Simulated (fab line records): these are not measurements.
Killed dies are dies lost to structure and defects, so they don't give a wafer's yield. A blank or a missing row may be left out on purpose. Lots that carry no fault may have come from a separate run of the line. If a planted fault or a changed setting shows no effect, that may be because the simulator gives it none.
8D (eight disciplines) problem report, filled in by code :: flow rit-cmos :: the parts of the form that need people (team, actions taken, sign-off) are left out

== 1. THE PROBLEM ==
Wafers without a fault read 238.3 s, standard deviation 0.34; run-length-s at RIT_ACTIVE_ETCH_13 reads a mean of 183.4 s on 9 wafers belonging to 3 lots. So: -99 or more standard deviations from the usual mean.
The step: etches Si3N4 in SF6, stops on SiO2, time 210 s, target depth 210 nm.
Seen first at day 3 21:50 on rie-diel-02, wafer L639.1. At this step, 21 wafers from 7 lots have a number in the record. Rule for "out" (also "out of limits"): further than 4 standard deviations from the usual mean. The rest of the wafers with a number are treated as sound.

== 2. WHAT THIS IS AND IS NOT ==
question: which readings at this step
is: run-length-s, oes-product-au
is not: drypump-motor-current-A, throttle-valve-pct

question: which lots
is: L639, L643, L644
is not: L631, L638, L648, L649

question: which wafers of those lots
is: all that have a number
is not: -

question: read on which tools
is: rie-diel-02
is not: rie-diel-01

question: when
is: from day 3 21:50
is not: up to then (6 sound wafers); but 6 sound wafers of L648, L649 came after

== 3. WHAT RULES OUT EACH SUSPECT ==
Counting: a tool at any process step up to the reading remains a suspect when it ran all the lots that are out and ran no sound lot after the first of those.
- rie-diel-02 at RIT_ACTIVE_ETCH_13 (etches Si3N4 in SF6, stops on SiO2, time 210 s, target depth 210 nm): kept. It ran every lot that is out, first L639 (day 3 21:50), and no sound lot after that; its last sound lot up to then is L638 (day 3 16:43). Its own oes-product-au, run-length-s readings are out on those wafers.
Remaining after the count: rie-diel-02 at RIT_ACTIVE_ETCH_13.

== 4. THE CAUSE (what the simulator had put in) ==
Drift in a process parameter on rie-diel-02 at RIT_ACTIVE_ETCH_13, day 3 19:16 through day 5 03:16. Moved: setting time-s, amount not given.
Counting left only this tool.

== 5. THE EFFECT CHAIN, in route order ==
One row per reading whose mean, taken over the struck wafers that have a number, lies over 3 standard deviations from the usual. Only readings for which the record gives a usual standard deviation are gone through. hours: the time from each lot's start at the first step in this table that gives one to its start at this step, as a median over the lots. sigmas: the change in usual standard deviations.
hours: 0
step: RIT_ACTIVE_ETCH_13
reading: oes-product-au
usual: 0.818 a.u.
on struck wafers: 0.992
change: +0.174
sigmas: +15

hours: 0
step: RIT_ACTIVE_ETCH_13
reading: run-length-s
usual: 238.3 s
on struck wafers: 183.4
change: -54.9
sigmas: -99 or more
The process steps in it:
- RIT_ACTIVE_ETCH_13: etches Si3N4 in SF6, stops on SiO2, time 210 s, target depth 210 nm.

== 6. WHAT WOULD HAVE CAUGHT IT SOONER ==
The fault began at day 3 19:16; the first out-of-limits reading in this record came at day 3 21:50, 3 hours later.
